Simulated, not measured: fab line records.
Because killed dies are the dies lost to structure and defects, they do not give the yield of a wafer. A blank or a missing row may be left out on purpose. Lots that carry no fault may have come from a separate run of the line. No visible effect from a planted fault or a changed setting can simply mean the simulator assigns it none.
fab line records	flow ritCmos
[record] lots = 6	wafers = 18	lastDay = 7
route steps=202 shown GATE@77 FOX2@80 M1@202
lots untouched by any fault: they come from a run of this same line in which no faults occurred
startH: hours from the record's first day to the start of the lot's first wafer shown	waitH: hours since the lot's step before	" identical to the entry in the row above	L1.1+2: a row that stands for several wafers	- value missing, or start not given	* or withheld: withheld	< > ~ a bound
route shown NAME@n: a module of which the file shows steps, and the number in the route of the first	usual: mean/standard deviation of fault-free wafers	same: alike in all rows	chamber/n: place in a boat	sites: each site's reading	_std_site: how widely they spread, as a standard deviation	_edge_site: inner sites' mean taken away from outer sites' mean	radiusMm: for every site, how far away it sits from the centre of the wafer	mask NAME#n: copy n	behind: the most recent tool/chamber to have shaped the wafer	hold: the reason the lot was held/the length of the hold in hours/how it ended	device: the n, p or np transistor that did not switch	end of line: the tests these same wafers got at the end of their route	a step with no rows: only its recipe	killed: not the wafer's yield, but the dies lost to structure and defects at the first sort	map: per-die view of a wafer (x killed, . not killed, _ where there is no die)
set.NAME: the setting as run; set.NAME@STEP: as run at that earlier step	model.NAME: the simulator's own value behind a step, which no gauge read
lots at selected steps of the route; one table per step, one row per wafer
services: the hour from which a tool's chamber was out of use, counted from the record's first day as startH (under 0 if before that day), plus the number of hours and why
[[steps]]
[step RIT_GATE_CLEAN_02]
[recipe] chemistry = dHF	dilution = 50:1	timeS = 30
[step RIT_GATE_CLEAN_03]
[recipe] chemistry = SC2	mix = 3:3:50	timeS = 600	tempC = 75	dry = n2Spin
[step RIT_GATE_CLEAN_04]
[recipe] chemistry = dHF	dilution = 50:1	timeS = 60	dry = n2Spin
[step RIT_FOX2_THK_MEAS_91]
[recipe] reads = SiO2_of_FOX2_OXIDATION_00
[usual] FIELD_OXIDE_LEFT_2_THK = 256/6.2
lot.wafer	tool	chamber	startH	waitH	FIELD_OXIDE_LEFT_2_THK[nm]
L669.1	filmMetro-03	-	55.15	0.0	259
L669.2	"	-	"	"	265
L669.3	"	-	"	"	261
L673.4	filmMetro-03	-	74.81	0.0	257
L673.5	"	-	"	"	260
L673.6	"	-	"	"	259
L681.2	filmMetro-04	-	111.06	0.0	241
L681.4	"	-	"	"	248
L681.6	"	-	"	"	243
L682.1	filmMetro-04	-	115.28	0.0	244
L682.2	"	-	"	"	245
L682.3	"	-	"	"	251
L684.1	filmMetro-04	-	124.20	0.0	250
L684.5	"	-	"	"	258
L684.6	"	-	"	"	251
L685.2	filmMetro-03	-	129.39	0.0	261
L685.4	"	-	"	"	262
L685.5	"	-	"	"	261
[step RIT_GATE_OXIDATION_05]
[recipe] tempC = 900	ambient = O2	targetThkA = 30	oxTimeS = 270
[step RIT_GATE_ANNEAL_06]
[recipe] tempC = 900	timeS = 600	ambient = N2O
[step RIT_GATE_THK_MEAS_07]
[recipe] reads = SiO2_of_GATE_OXIDATION_05
[usual] GATE_OXIDE_THK = 3.00/0.068
lot.wafer	tool	chamber	startH	waitH	GATE_OXIDE_THK[nm]
L669.1	filmMetro-04	-	57.57	0.0	2.99
L669.2	"	-	"	"	2.96
L669.3	"	-	"	"	2.96
L673.4	filmMetro-03	-	80.86	0.0	3.06
L673.5	"	-	"	"	3.02
L673.6	"	-	"	"	3.01
L681.2	filmMetro-04	-	115.19	0.0	3.08
L681.4	"	-	"	"	3.02
L681.6	"	-	"	"	2.97
L682.1	filmMetro-04	-	117.73	0.0	2.96
L682.2	"	-	"	"	2.95
L682.3	"	-	"	"	2.91
L684.1	filmMetro-03	-	127.53	0.0	2.92
L684.5	"	-	"	"	2.88
L684.6	"	-	"	"	2.93
L685.2	filmMetro-02	-	131.16	0.0	3.06
L685.4	"	-	"	"	3.05
L685.5	"	-	"	"	3.07
[step RIT_GATE_CVD_08]
[recipe] material = poly-Si	targetThkNm = 250	tempC = 610	precursor = SiH4	timeS = 2220	pressureMtorr = 300	sih4FlowSccm = 100
[step RIT_GATE_THK_MEAS_09]
[recipe] reads = poly-Si_of_GATE_CVD_08
[usual] GATE_POLY_THK = 249.1/2.2
lot.wafer	tool	chamber	startH	waitH	GATE_POLY_THK[nm]
L669.1	filmMetro-04	-	59.25	0.0	249.8
L669.2	"	-	"	"	250.1
L669.3	"	-	"	"	250.5
L673.4	filmMetro-04	-	82.84	0.0	249.0
L673.5	"	-	"	"	249.9
L673.6	"	-	"	"	248.3
L681.2	filmMetro-04	-	116.86	0.0	248.6
L681.4	"	-	"	"	248.5
L681.6	"	-	"	"	246.0
L682.1	filmMetro-03	-	119.40	0.0	249.0
L682.2	"	-	"	"	247.4
L682.3	"	-	"	"	248.8
L684.1	filmMetro-02	-	129.20	0.0	250.1
L684.5	"	-	"	"	250.6
L684.6	"	-	"	"	248.6
L685.2	filmMetro-04	-	134.86	0.0	247.5
L685.4	"	-	"	"	248.3
L685.5	"	-	"	"	246.5
[step RIT_GATE_HMDS_10]
[recipe] primeTimeS = 60	primeTempC = 140
[step RIT_GATE_COAT_11]
[recipe] resist = NOVOLAK	spinRpm = 4250	resistThkNm = 850
[step RIT_GATE_SOFTBAKE_12]
[recipe] resist = NOVOLAK	tempC = 90	timeS = 60
[step RIT_GATE_EXPOSE_13]
[recipe] maskId = M6	na = 0.6	sourceShape = conventional	sigmaOuter = 0.6	targetCdNm = 150	doseMj = 380
[usual] focusOffsetNm = 0.0/0.55	reticleTempC = 23.00/0.1
lot.wafer	tool	chamber	startH	waitH	mask	focusOffsetNm	reticleTempC	model.GATE.overlayXNm
L669.1	ilineStepper-02	0	59.89	0.2	M6#0	-0.4	22.89	0.4777
L669.2	"	0	"	"	M6#0	0.3	22.97	0.4777
L669.3	"	0	"	"	M6#0	0.4	23.00	0.4777
L673.4	ilineStepper-01	0	83.37	0.1	M6#0	0.3	23.03	0.2343
L673.5	"	0	"	"	M6#0	-0.1	23.03	0.2343
L673.6	"	0	"	"	M6#0	-0.4	23.06	0.2343
L681.2	ilineStepper-02	0	117.53	0.2	M6#0	-0.1	22.65	239.9
L681.4	"	0	"	"	M6#0	-0.7	22.90	239.9
L681.6	"	0	"	"	M6#0	-0.1	22.96	239.9
L682.1	ilineStepper-02	0	119.91	0.1	M6#0	0.5	23.10	239.9
L682.2	"	0	"	"	M6#0	1.0	23.12	239.9
L682.3	"	0	"	"	M6#0	1.0	23.08	239.9
L684.1	ilineStepper-01	0	129.84	0.2	M6#0	-0.4	22.90	-0.4145
L684.5	"	0	"	"	M6#0	-0.1	22.84	-0.4145
L684.6	"	0	"	"	M6#0	-0.2	22.91	-0.4145
L685.2	ilineStepper-01	0	135.47	0.2	M6#0	0.2	23.02	-1.477
L685.4	"	0	"	"	M6#0	0.0	23.08	-1.477
L685.5	"	0	"	"	M6#0	0.0	23.12	-1.477
[step RIT_GATE_PEB_14]
[recipe] resist = NOVOLAK	tempC = withheld	timeS = withheld
[step RIT_GATE_DEVELOP_15]
[recipe] resist = NOVOLAK	developTimeS = 50	devTempC = 23
[step RIT_GATE_CD_MEAS_16]
[recipe] targetCdNm = 150
[usual] cdNm = 150.0/2.2
lot.wafer	tool	chamber	startH	waitH	cdNm
L669.1	cdSem-01	-	60.29	-	151.0
L669.2	"	-	"	"	152.5
L669.3	"	-	"	"	149.7
L673.4	cdSem-02	-	83.83	-	153.7
L673.5	"	-	"	"	154.4
L673.6	"	-	"	"	153.3
L681.2	cdSem-02	-	118.01	-	147.6
L681.4	"	-	"	"	145.6
L681.6	"	-	"	"	147.4
L682.1	cdSem-02	-	120.31	-	153.6
L682.2	"	-	"	"	150.7
L682.3	"	-	"	"	151.4
L684.1	cdSem-01	-	130.35	-	151.8
L684.5	"	-	"	"	152.5
L684.6	"	-	"	"	150.6
L685.2	cdSem-02	-	135.87	-	149.8
L685.4	"	-	"	"	146.3
L685.5	"	-	"	"	147.6
[step RIT_GATE_OVL_MEAS_17]
[usual] GATE_OVL = -0.7/1.4
lot.wafer	tool	chamber	startH	waitH	GATE_OVL[nm]
L669.1	overlay-02	-	60.41	0.1	0.8
L669.2	"	-	"	"	2.2
L669.3	"	-	"	"	2.9
L673.4	overlay-01	-	83.91	0.1	-1.6
L673.5	"	-	"	"	-1.7
L673.6	"	-	"	"	-2.5
L681.2	overlay-02	-	118.11	0.1	239.8
L681.4	"	-	"	"	240.6
L681.6	"	-	"	"	239.5
L682.1	overlay-01	-	120.43	0.1	236.1
L682.2	"	-	"	"	239.6
L682.3	"	-	"	"	238.6
L684.1	overlay-01	-	130.47	0.1	0.0
L684.5	"	-	"	"	-2.2
L684.6	"	-	"	"	-3.6
L685.2	overlay-02	-	135.98	0.1	-1.5
L685.4	"	-	"	"	0.6
L685.5	"	-	"	"	-2.3
[step RIT_GATE_HARDBAKE_18]
[recipe] resist = NOVOLAK	tempC = 140	timeS = 60
[step RIT_M1_PROBE_99]
[usual] killedAtContacts = 0.1/0.37	killedAtFrontEnd = 6.9/2.9	killedDies = 7.1/2.9	killedOnRim = 1.9/1.4	killedOpen = 3.3/1.8	killedShort = 3.6/2.2
[same] grossDies = 264	killed_at_M0_to_M3 = 0	killed_at_M4_up = 0	killedAtBackSide = 0	killedAtOther = 0
lot.wafer	tool	chamber	startH	waitH	killedAtContacts	killedAtFrontEnd	killedDies	killedOnRim	killedOpen	killedShort	model.etest.nldd.widthNm	model.etest.pldd.widthNm	model.etest.nldd.lineOhmUm	model.etest.gateEndArray.leakLog10AUm	model.etest.selectEdgeDiodeN.overLimit	model.etest.selectEdgeDiodeP.overLimit	model.etest.nmos_0p15.junctionLog10AUm	model.etest.nmosNarrow.offLog10AUm
L669.1	prober-02	-	82.95	0.1	0	7	7	4	2	5	3179	3165	115.2	-12.66	0	0	-13.35	-13
L669.2	prober-02	-	83.00	0.1	0	15	15	4	10	5	3160	3152	120.3	-12.7	0	0	-13.56	-13.17
L669.3	prober-02	-	83.05	0.2	0	3	3	1	1	2	3145	3146	120.1	-12.64	0	0	-13.35	-13.19
L673.4	prober-02	-	104.91	0.2	1	11	12	5	2	10	3176	3189	124.7	-12.91	0	0	-13.45	-13.19
L673.5	prober-02	-	104.96	0.2	0	9	9	4	7	2	3162	3173	124.8	-13.01	0	0	-13.49	-13.16
L673.6	prober-02	-	105.01	0.2	1	8	9	3	6	3	3195	3195	126.3	-12.9	0	0	-13.38	-13.17
L681.2	prober-02	-	138.89	0.1	0	10	10	2	4	6	3017	3010	129.1	-7.065	1	1	-12.69	-12.62
L681.4	prober-02	-	138.99	0.2	0	6	6	1	2	4	3014	3000	129.7	-7.218	1	1	-12.51	-12.47
L681.6	prober-02	-	139.09	0.2	0	5	5	1	3	2	3017	3008	131.4	-7.208	1	1	-12.64	-12.63
L682.1	prober-01	-	142.69	0.1	0	3	3	0	2	1	3021	3038	121.3	-6.15	1	1	-12.93	-12.81
L682.2	prober-01	-	142.74	0.1	0	8	8	4	5	3	3039	3028	120.5	-6.237	1	1	-12.83	-12.74
L682.3	prober-01	-	142.79	0.2	0	6	6	3	3	3	3020	3027	122	-5.95	1	1	-12.94	-12.77
L684.1	prober-01	-	156.66	0.1	0	5	5	1	2	3	3184	3175	116.9	-12.94	0	0	-13.7	-13.2
L684.5	prober-01	-	156.86	0.2	0	15	15	2	7	8	3168	3180	120.2	-12.78	0	0	-13.58	-13.08
L684.6	prober-01	-	156.91	0.2	2	8	10	6	3	5	3174	3164	121.7	-12.77	0	0	-13.55	-13.13
L685.2	prober-02	-	158.21	0.1	0	4	4	1	1	3	3155	3162	119.9	-13.06	0	0	-13.65	-13.44
L685.4	prober-02	-	158.31	0.2	1	1	2	0	0	1	3151	3142	116.1	-13.1	0	0	-13.69	-13.46
L685.5	prober-02	-	158.36	0.2	1	5	6	2	1	4	3155	3171	118	-13.07	0	0	-13.75	-13.3
// killed by level:class
L669.1 FOX1:geometricParticle:short=3 FOX1:geometricParticle:open=2 GATE:geometricParticle:short=1 REOX:geometricParticle:short=1
L669.2 FOX1:geometricParticle:short=4 GATE:geometricParticle:open=4 FOX1:geometricParticle:open=2 REOX:geometricParticle:open=2 FOX2:geometricParticle:open=1 GATE:geometricParticle:short=1 SPACER:geometricParticle:open=1
L669.3 FOX1:geometricParticle:short=1 FOX1:geometricParticle:open=1 GATE:geometricParticle:short=1
L673.4 GATE:geometricParticle:short=3 FOX1:geometricParticle:short=2 SPACER:geometricParticle:short=2 FOX1:geometricParticle:open=1 FOX2:geometricParticle:short=1 FOX2:geometricParticle:open=1 SILICIDE:geometricParticle:short=1 CONTACT:geometricParticle:short=1
L673.5 SPACER:geometricParticle:open=3 GATE:geometricParticle:open=2 SILICIDE:geometricParticle:open=2 REOX:geometricParticle:short=1 SILICIDE:geometricParticle:short=1
L673.6 FOX2:geometricParticle:open=2 FOX1:geometricParticle:open=1 GATE:geometricParticle:open=1 REOX:geometricParticle:open=1 SPACER:geometricParticle:short=1 SILICIDE:geometricParticle:open=1 SILICIDE:geometricParticle:short=1 CONTACT:geometricParticle:short=1
L681.2 FOX1:geometricParticle:short=3 GATE:geometricParticle:short=2 FOX1:geometricParticle:open=1 GATE:geometricParticle:open=1 REOX:geometricParticle:open=1 REOX:geometricParticle:short=1 SILICIDE:geometricParticle:open=1
L681.4 SILICIDE:geometricParticle:short=2 FOX1:geometricParticle:open=1 FOX1:geometricParticle:short=1 GATE:geometricParticle:short=1 REOX:geometricParticle:open=1
L681.6 FOX1:geometricParticle:open=2 GATE:geometricParticle:short=1 GATE:geometricParticle:open=1 REOX:geometricParticle:short=1
L682.1 FOX1:geometricParticle:short=1 FOX1:geometricParticle:open=1 SILICIDE:geometricParticle:open=1
L682.2 GATE:geometricParticle:open=4 SPACER:geometricParticle:short=2 REOX:geometricParticle:open=1 SILICIDE:geometricParticle:short=1
L682.3 GATE:geometricParticle:short=2 FOX1:geometricParticle:open=1 GATE:geometricParticle:open=1 REOX:geometricParticle:short=1 SPACER:geometricParticle:open=1
L684.1 GATE:geometricParticle:short=2 FOX2:geometricParticle:open=1 FOX2:geometricParticle:short=1 GATE:geometricParticle:open=1
L684.5 REOX:geometricParticle:open=3 GATE:geometricParticle:open=2 GATE:geometricParticle:short=2 REOX:geometricParticle:short=2 SILICIDE:geometricParticle:open=2 SILICIDE:geometricParticle:short=2 FOX1:geometricParticle:short=1 FOX2:geometricParticle:short=1
L684.6 FOX1:geometricParticle:open=2 SILICIDE:geometricParticle:short=2 CONTACT:coatMicrobubblePrinted=2 FOX1:geometricParticle:short=1 FOX2:geometricParticle:short=1 GATE:geometricParticle:open=1 SPACER:geometricParticle:short=1
L685.2 GATE:geometricParticle:short=2 FOX2:geometricParticle:open=1 SILICIDE:geometricParticle:short=1
L685.4 GATE:geometricParticle:short=1 CONTACT:coatMicrobubblePrinted=1
L685.5 GATE:geometricParticle:short=2 GATE:geometricParticle:open=1 REOX:geometricParticle:short=1 SILICIDE:geometricParticle:short=1 CONTACT:coatMicrobubblePrinted=1
[[services]]
tool	chamber	startH	hours	kind
ilineStepper-01	-	75.03	0.8	repair
[[key]]
[firstSign] step = RIT_GATE_OVL_MEAS_17	reading = GATE_OVL	direction = up	sigmas = 99+	usual = -0.7	struck = 239.0
effect none on later readings
[modelEffect] step = RIT_GATE_EXPOSE_13	value = GATE.overlayXNm	without = -0.1059	struck = 239.9
[modelEffect] step = RIT_M1_PROBE_99	value = etest.nldd.widthNm	without = 3183	struck = 3021
metAt RIT_GATE_EXPOSE_13
struckWafers L681.2,L681.4,L681.6,L682.1,L682.2,L682.3
testerLeftOut L681,L682
onsetBetween 59.89 117.53
[fault] kind = scannerMatchingOverlay	tool = ilineStepper-02	chamber = -	onsetH = 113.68	steps = RIT_GATE_EXPOSE_13	offset = 240
// testerLeftOut: of these lots the tester's yield and bins aren't shown, on N5 and GAA mostly nor the transistor test; their killed dies are dies lost to structure and defects alone, not to doping, threshold or leakage, so they don't give the yield
